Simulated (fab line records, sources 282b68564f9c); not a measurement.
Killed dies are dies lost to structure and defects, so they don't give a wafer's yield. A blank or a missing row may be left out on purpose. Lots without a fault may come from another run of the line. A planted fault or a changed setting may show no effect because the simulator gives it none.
Tool commonality check | flow rit_cmos | 14 lots, 48 wafers sampled

WHY IT WAS OPENED
At RIT_NWELL_TW_MEAS_10 the reading NWELL_TW is flagged on 2 of 14 lots. Wafers without a fault read 2132, standard deviation 12.
Rule: a lot is flagged when every wafer of it that has a number lies more than 4 standard deviations from that mean, or none has a number. The other lots count as sound.

lot  | measured    | on            | NWELL_TW, wafer by wafer      | flag
L766 | day 2 00:40 | film_metro-03 | 2111 2122 2126                |
L767 | day 2 04:01 | film_metro-03 | 2149 2126 2129                |
L768 | day 2 09:07 | film_metro-04 | 2132 2144 2148                |
L770 | day 2 19:23 | film_metro-02 | 2146 2124 2131                |
L773 | day 3 14:22 | film_metro-03 | 2138 2136 2135                |
L774 | day 3 23:13 | film_metro-04 | 2144 2139 2149                |
L775 | day 4 02:47 | film_metro-02 | 2120 2118 2107                |
L777 | day 4 13:37 | film_metro-03 | 2135 2143 2122                |
L778 | day 4 21:56 | film_metro-03 | 2133 2131 2133                |
L783 | day 5 16:17 | film_metro-02 | 1030 1012 1034 1032 1018 1025 | FLAGGED
L782 | day 5 16:46 | film_metro-04 | 1013 1004 1009 1003 1003 1006 | FLAGGED
L786 | day 6 07:25 | film_metro-03 | 2136 2139 2132                |
L787 | day 6 17:38 | film_metro-02 | 2121 2125 2131                |
L788 | day 6 18:02 | film_metro-03 | 2134 2120 2131                |
The numbers of the flagged lots are 1016 on average: -1116 against the usual, or -93 standard deviations.

WHICH TOOL RAN EACH LOT
The record holds 1 process step before the reading, out of a route of 202 steps. In each cell: the tool, then ch and the chambers that the sampled wafers went through, then the start.
lot  | flag    | RIT_NWELL_IMPLANT_08
L766 |         | implanter-02 ch 0, day 2 00:20
L767 |         | implanter-03 ch 0, day 2 03:43
L768 |         | implanter-02 ch 0, day 2 08:49
L770 |         | implanter-04 ch 0, day 2 19:05
L773 |         | implanter-03 ch 0, day 3 14:05
L774 |         | implanter-04 ch 0, day 3 22:53
L775 |         | implanter-04 ch 0, day 4 02:28
L777 |         | implanter-03 ch 0, day 4 13:17
L778 |         | implanter-02 ch 0, day 4 21:37
L783 | FLAGGED | implanter-04 ch 0, day 5 15:58
L782 | FLAGGED | implanter-04 ch 0, day 5 16:27
L786 |         | implanter-02 ch 0, day 6 07:06
L787 |         | implanter-03 ch 0, day 6 17:20
L788 |         | implanter-02 ch 0, day 6 17:45
What these steps do:
- RIT_NWELL_IMPLANT_08
- RIT_NWELL_TW_MEAS_10

FLAGGED OVER TOTAL, TOOL BY TOOL (the gauges that took the reading come last)
step                 | tool          | lots run | flagged | share of the flagged lots | sound lots run after its first flagged lot
RIT_NWELL_IMPLANT_08 | implanter-02  | 5        | 0       | none                      | -
RIT_NWELL_IMPLANT_08 | implanter-03  | 4        | 0       | none                      | -
RIT_NWELL_IMPLANT_08 | implanter-04  | 5        | 2       | all                       | 0
RIT_NWELL_TW_MEAS_10 | film_metro-02 | 4        | 1       | some                      | 1 (L787)
RIT_NWELL_TW_MEAS_10 | film_metro-03 | 7        | 0       | none                      | -
RIT_NWELL_TW_MEAS_10 | film_metro-04 | 3        | 1       | some                      | 0

WHAT THE TABLE ALLOWS
1 row of the table ran every flagged lot: implanter-04 at RIT_NWELL_IMPLANT_08.
- implanter-04 at RIT_NWELL_IMPLANT_08: 2 of its 5 lots flagged. Its last sound lot is L775 (day 4 02:28), its first flagged lot L783 (day 5 15:58): a fault that began between those two fits. Its own readings lie more than 4 standard deviations out on every wafer of the flagged lots: dose_ions_cm2, faraday_current_uA.
One tool is left: implanter-04 at RIT_NWELL_IMPLANT_08.

WHAT THE SIMULATOR HAD PUT IN
Process parameter drift: implanter-04, from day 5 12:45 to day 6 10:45, at RIT_NWELL_IMPLANT_08. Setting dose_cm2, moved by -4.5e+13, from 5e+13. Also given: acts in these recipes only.
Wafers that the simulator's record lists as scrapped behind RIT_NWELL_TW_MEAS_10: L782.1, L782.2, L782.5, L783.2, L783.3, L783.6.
Lots struck among those shown: L783, L782. The rule above found the same.
